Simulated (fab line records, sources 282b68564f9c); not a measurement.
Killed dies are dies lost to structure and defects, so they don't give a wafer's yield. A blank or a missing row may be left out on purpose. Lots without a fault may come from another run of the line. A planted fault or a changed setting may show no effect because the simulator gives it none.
Chamber matching | flow rit_cmos | RIT_GATE_ETCH_19 on rie_si-02: 4 sister chambers
The step etches poly-Si in SF6/CHF3/O2, stops on SiO2, time 161.2 s, target depth 312.5 nm. 18 wafers are shown with their chamber, then 9 later ones without.

WAFERS WITH THEIR CHAMBER
wafer  | chamber | throttle_valve_pct (%) | drypump_motor_current_A (A) | oes_product_au (a.u.)
L179.1 | 0       | 10.06                  | 6.0                         | 0.856
L179.2 | 3       | 10.28                  | 5.8                         | 0.864
L179.5 | 2       | 10.14                  | 6.5                         | 0.873
L181.2 | 0       | 10.05                  | 6.0                         | 0.853
L181.3 | 2       | 10.15                  | 6.5                         | 0.875
L181.5 | 2       | 10.14                  | 6.5                         | 0.871
L183.3 | 3       | 10.28                  | 5.8                         | 0.870
L183.4 | 2       | 10.15                  | 6.5                         | 0.873
L183.5 | 0       | 10.05                  | 6.1                         | 0.861
L185.2 | 3       | 10.27                  | 5.8                         | 0.855
L185.5 | 1       | 9.95                   | 5.6                         | 0.868
L185.6 | 2       | 10.14                  | 6.5                         | 0.859
L187.1 | 3       | 10.27                  | 5.8                         | 0.870
L187.2 | 1       | 9.96                   | 5.5                         | 0.877
L187.5 | 1       | 9.96                   | 5.6                         | 0.888
L189.1 | 0       | 10.06                  | 6.1                         | 0.861
L189.2 | 2       | 10.15                  | 6.5                         | 0.863
L189.5 | 2       | 10.14                  | 6.5                         | 0.867

SIGNATURES (means of the wafers above)
reading                 | chamber 0 | chamber 1 | chamber 2 | chamber 3 | scatter within a chamber
throttle_valve_pct      | 10.0550   | 9.9567    | 10.1443   | 10.2750   | 0.00559
drypump_motor_current_A | 6.050     | 5.567     | 6.500     | 5.800     | 0.0345
oes_product_au          | 0.85775   | 0.87767   | 0.86871   | 0.86475   | 0.0066
Rule: a wafer's distance from a chamber is the root of the sum, over the readings, of the square of ((its reading less the chamber's mean) divided by the reading's scatter). The wafer belongs to the nearest chamber; if the next one is less than 2 further off, it can't be placed. The scatter: the root of (the sum of the squares of (reading less its chamber's mean) over the shown wafers, divided by (wafers less chambers)).

WAFERS WITHOUT THEIR CHAMBER
wafer  | throttle_valve_pct (%) | drypump_motor_current_A (A) | oes_product_au (a.u.)
L195.2 | 10.27                  | 5.8                         | 0.874
L195.3 | 10.03                  | 6.0                         | 0.865
L195.4 | 10.12                  | 6.5                         | 0.899
L197.1 | 10.04                  | 6.1                         | 0.852
L197.5 | 9.95                   | 5.5                         | 0.870
L197.6 | 10.14                  | 6.5                         | 0.881
L199.1 | 10.27                  | 5.8                         | 0.863
L199.2 | 9.95                   | 5.6                         | 0.879
L199.4 | 10.14                  | 6.5                         | 0.878

WHICH CHAMBER EACH WENT THROUGH
wafer  | from the rows above | in truth
L195.2 | 3                   | 3
L195.3 | 0                   | 0
L195.4 | 2                   | 2
L197.1 | 0                   | 0
L197.5 | 1                   | 1
L197.6 | 2                   | 2
L199.1 | 3                   | 3
L199.2 | 1                   | 1
L199.4 | 2                   | 2
Placed correctly: 9 of 9. Can't be placed from these rows: 0. Placed wrongly: 0.
